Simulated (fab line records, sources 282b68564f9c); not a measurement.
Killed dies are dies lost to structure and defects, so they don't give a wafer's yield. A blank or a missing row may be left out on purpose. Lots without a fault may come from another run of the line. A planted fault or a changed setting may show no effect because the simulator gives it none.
A struck lot beside a sound one | flow rit_cmos | 15 steps out of a route of 202
Sound: wafers L133.2, L133.4, L133.5. Struck: wafer L138.4. (L138.2, L138.5 of the same lot were not struck and are left out.) The cause comes at the end.
At each step with rows: each side's tool, then ch and its chambers, then its first start. Under that, the readings that differ: sound wafers | struck wafers | difference of the means | sigmas: that difference in standard deviations of wafers without a fault.
alike: readings whose means differ by less than 2 such deviations, and words and numbers that are the same on both sides. not compared: withheld readings, readings that some wafer has no value for, bounds like >300 that may hide the same value, and numbers for which the record gives no deviation and whose values overlap.
The two part at a step that has a row with sigmas, a row that says differs or no value, or rows on one side only. Numbers that don't overlap but have no deviation are shown without sigmas and don't part them. A reading that every wafer of one side lacks parts them only if that side has two wafers or more.

first, 2 steps without rows for these wafers: RIT_PLDD_PEB_04; RIT_PLDD_DEVELOP_05 (develop time 50 s).
RIT_PLDD_OVL_MEAS_06:
  sound on overlay-02, day 3 00:17; struck on overlay-02, day 4 04:02
  alike: PLDD_OVL
then, 2 steps without rows for these wafers: RIT_PLDD_HARDBAKE_07 (time 60 s); RIT_PLDD_IMPLANT_08.
RIT_PLDD_STRIP_09: strips in O2, time 180 s.
  sound on plasma_asher-02 ch 0,1, day 3 00:37; struck on plasma_asher-03 ch 1, day 4 04:22
  alike: drypump_motor_current_A
  not compared: rf_hours_counter_h
RIT_PLDD_TW_MEAS_10:
  sound on film_metro-04, day 3 00:49; struck on film_metro-01, day 4 04:32
  alike: PLDD_TW
then, 4 steps without rows for these wafers: RIT_SPACER_CLEAN_00 (cleans in SC1, time 600 s); RIT_SPACER_CLEAN_01 (cleans in dHF, time 30 s); RIT_SPACER_CLEAN_02 (cleans in SC2, time 600 s); RIT_SPACER_CVD_03 (deposits Si3N4 from SiH2Cl2/NH3, target thk 250 nm, time 3300 s).
RIT_SPACER_THK_MEAS_04:
  sound on film_metro-01, day 3 05:16; struck on film_metro-02, day 4 06:53
  reading                 | sound             | struck | difference | sigmas
  SPACER_NITRIDE_THK (nm) | 247.7 248.9 248.8 | 254.1  | +5.6       | +2
RIT_SPACER_ETCHBACK_05: etches Si3N4 in SF6/CHF3, stops on SiO2, target depth 250 nm, time 240 s.
  sound on rie_diel-02 ch 0,1,3, day 3 05:19; struck on rie_diel-02 ch 0, day 4 06:56
  reading                                  | sound             | struck | difference | sigmas
  oes_product_au (a.u.)                    | 0.822 0.817 0.853 | 0.734  | -0.097     | -6
  model.etch.depth_nm (nm)                 | 247.6 249 248.6   | 209.9  | -38.5      |
  model.poly-Si_of_GATE_CVD_08.thk_nm (nm) | 166.9 167.6 167.2 | 191.1  | +23.9      |
  model.Si3N4_of_SPACER_CVD_03.thk_nm (nm) | 194.6 195.3 194.6 | 217.3  | +22.5      |
  alike: CHF3_flow_sccm, drypump_motor_current_A, rf_fwd_power_W, throttle_valve_pct
  not compared: rf_hours_counter_h
then, 1 step without rows for these wafers: RIT_NSD_HMDS_00 (prime time 60 s).
RIT_M1_PROBE_99:
  sound on prober-02, day 3 16:22; struck on prober-01, day 4 18:23
  reading             | sound | struck                   | difference                   | sigmas
  hold                | - - - | await_dispo/4.5h/release | no value on the sound wafers |
  killed_at_front_end | 9 3 8 | 264                      | +257                         | +95
  killed_dies         | 9 3 8 | 264                      | +257                         | +95
  killed_on_rim       | 3 0 3 | 70                       | +68                          | +52
  alike: killed_at_contacts, killed_open, killed_short

WHERE THEY PART
First at RIT_SPACER_THK_MEAS_04; last, within this record, at RIT_M1_PROBE_99.

WHY: what the simulator had put in
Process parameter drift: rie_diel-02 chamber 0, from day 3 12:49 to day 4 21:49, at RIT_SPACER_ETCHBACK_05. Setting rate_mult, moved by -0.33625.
